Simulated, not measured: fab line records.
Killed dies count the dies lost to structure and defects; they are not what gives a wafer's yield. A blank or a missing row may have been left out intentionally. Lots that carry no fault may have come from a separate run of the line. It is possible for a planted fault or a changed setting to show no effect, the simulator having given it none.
2 desks, one fault / flow berkeley cmos170 / each desk has only its own numbers; what lay behind them comes last

THE TOOL OWNER'S DESK: pvd sputter-04
The tool's own readings at UCB170_M3_SPUTTER_01 (material Al, target thk 900 nm, time 120 s): means of the sampled wafers that have a number, for each lot that ran on this tool. Marked OUT: a lot whose mean sits more than 4 standard deviations from the usual mean, which makes it out of limits; the brackets give that distance.
Columns: A = throttle valve pct at UCB170_M3_SPUTTER_01, usual 30.1 %
lot=L293; first seen here=day 7 16:19; A=29.8
lot=L305; first seen here=day 10 21:40; A=29.3
lot=L310; first seen here=day 11 16:05; A=29.3
This desk's finding: nothing out of limits on any of the 3 lots.

THE METROLOGY DESK
Lot by lot, what the gauges showed, no matter which tool ran the lot: averages of those sampled wafers that carry a number. Marked OUT: a lot whose mean sits more than 4 standard deviations from the usual mean, which makes it out of limits; the brackets give that distance.
Columns: A = cd nm at UCB170_V2_CD_MEAS_12, usual 700.0 nm; B = V2_OVL at UCB170_V2_OVL_MEAS_13, usual 1 nm; C = cd nm at UCB170_V2_CD_MEAS_90, usual 699.8 nm; D = M3_AL_RS at UCB170_M3_RS_MEAS_02, usual 0.0321 ohm/sq; E = M3_AL_THK at UCB170_M3_THK_MEAS_03, usual 906 nm; F = cd nm at UCB170_M3_CD_MEAS_15, usual 699.8 nm; G = M3_OVL at UCB170_M3_OVL_MEAS_16, usual 1 nm
lot=L292; first seen here=day 7 13:09; A=698.1; B=-6; C=698.0; D=0.0320; E=909; F=699.0; G=4
lot=L293; first seen here=day 7 15:41; A=701.3; B=4; C=701.1; D=0.0325; E=891; F=701.5; G=0
lot=L305; first seen here=day 10 21:05; A=701.7; B=-2; C=702.1; D=0.0284 (-9.3) OUT; E=1037 (+11) OUT; F=698.3; G=-5
lot=L310; first seen here=day 11 15:29; A=700.3; B=2; C=700.0; D=0.0286 (-8.8) OUT; E=1031 (+10) OUT; F=699.8; G=4
lot=L311; first seen here=day 11 15:48; A=699.2; B=-0; C=698.5; D=0.0318; E=918; F=699.9; G=2
lot=L314; first seen here=day 12 04:04; A=698.9; B=-1; C=698.5; D=0.0317; E=918; F=700.5; G=1
This desk finds L305, L310 out of limits, with the earliest case on L305 at day 10 21:47 (M3_AL_RS at UCB170_M3_RS_MEAS_02). Within limits: L292, L293, L311, L314.

PUT TOGETHER
At day 10 21:47 the metrology desk could have sounded an alarm, on L305, L310.
The desk of the tool owner found nothing out of limits.
On record at the tool owner's desk: L305, L310, within its limits.
On pvd sputter-04, each named lot ran UCB170_M3_SPUTTER_01.

WHAT WAS PUT IN BY THE SIMULATOR
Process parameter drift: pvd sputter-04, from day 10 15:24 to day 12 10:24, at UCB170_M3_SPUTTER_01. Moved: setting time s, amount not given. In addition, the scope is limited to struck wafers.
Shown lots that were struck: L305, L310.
Delay in hours, fault start to first out-of-limits reading, per desk: metrology desk 6.
